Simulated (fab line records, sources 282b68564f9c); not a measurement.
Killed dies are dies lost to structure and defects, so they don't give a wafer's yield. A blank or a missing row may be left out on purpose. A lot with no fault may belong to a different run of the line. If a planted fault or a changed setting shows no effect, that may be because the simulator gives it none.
Which tool was responsible?	flow rit_cmos	Sampling: 7 lots, 21 wafers, 2 of 202 route steps

WHAT THE GAUGES SHOWED, per wafer
RIT_SDANNEAL_RS_MEAS_04: uses a four-point probe to measure.
lot	measured	on	PSD_RS (ohm/sq)
L281	day 3 08:05	film_metro-03	116.4 116.1 116.2
L283	day 3 20:46	film_metro-02	116.1 116.0 116.0
L285	day 4 09:54	film_metro-04	116.0 116.3 116.3
L290	day 5 08:41	film_metro-02	116.4 116.0 116.0
L293	day 5 22:20	film_metro-03	128.2 128.4 128.1
L296	day 6 10:18	film_metro-04	115.8 116.0 116.0
L302	day 7 18:04	film_metro-03	116.0 115.7 116.0

TOOL THAT RAN EACH LOT (tool first, then ch and the chambers of the sampled wafers, then the start)
lot	RIT_SDANNEAL_RTA_03
L281	rtp_anneal-02 ch 0, day 3 08:01
L283	rtp_anneal-02 ch 0, day 3 20:41
L285	rtp_anneal-02 ch 0, day 4 09:51
L290	rtp_anneal-01 ch 0, day 5 08:34
L293	rtp_anneal-02 ch 0, day 5 22:15
L296	rtp_anneal-01 ch 0, day 6 10:13
L302	rtp_anneal-01 ch 0, day 7 18:00
- RIT_SDANNEAL_RTA_03: time 5 s.

THE ANSWER, worked out from the rows above alone
Rule: the lots themselves supply what counts as usual. The widest of any qualifying gaps counts: lots, ordered by their means at a reading, are off when they make up no more than a third of the lots, leave a main group of 4 or more, and stand apart from it by 3 or more times the standard deviation of that group's means. A main group is skipped when, at the precision printed for the reading in the tables above, its means are all equal. Also off: a lot with no number at a reading for which 4 or more lots have one. Where the step has rows for the other lots, those lots are counted as sound.
Off: at RIT_SDANNEAL_RS_MEAS_04 (PSD_RS), L293. The main group: mean 116.1 ohm/sq, standard deviation 0.13.
If a tool, at a process step before that reading, ran all the lots that are off and no sound lot after the first of them, it fits. Those tools and the gauges at RIT_SDANNEAL_RS_MEAS_04 are tried in the same way. One fits: RIT_SDANNEAL_RTA_03 on rtp_anneal-02. Its last sound lot is L285 (day 4 09:51), its first lot that is off L293 (day 5 22:15): a fault that began between those two fits.

WHAT THE SIMULATOR HAD PUT IN
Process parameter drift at RIT_SDANNEAL_RTA_03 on rtp_anneal-02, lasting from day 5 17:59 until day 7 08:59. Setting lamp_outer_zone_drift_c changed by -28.
Struck lots among those shown: L293. The rule above found the same.
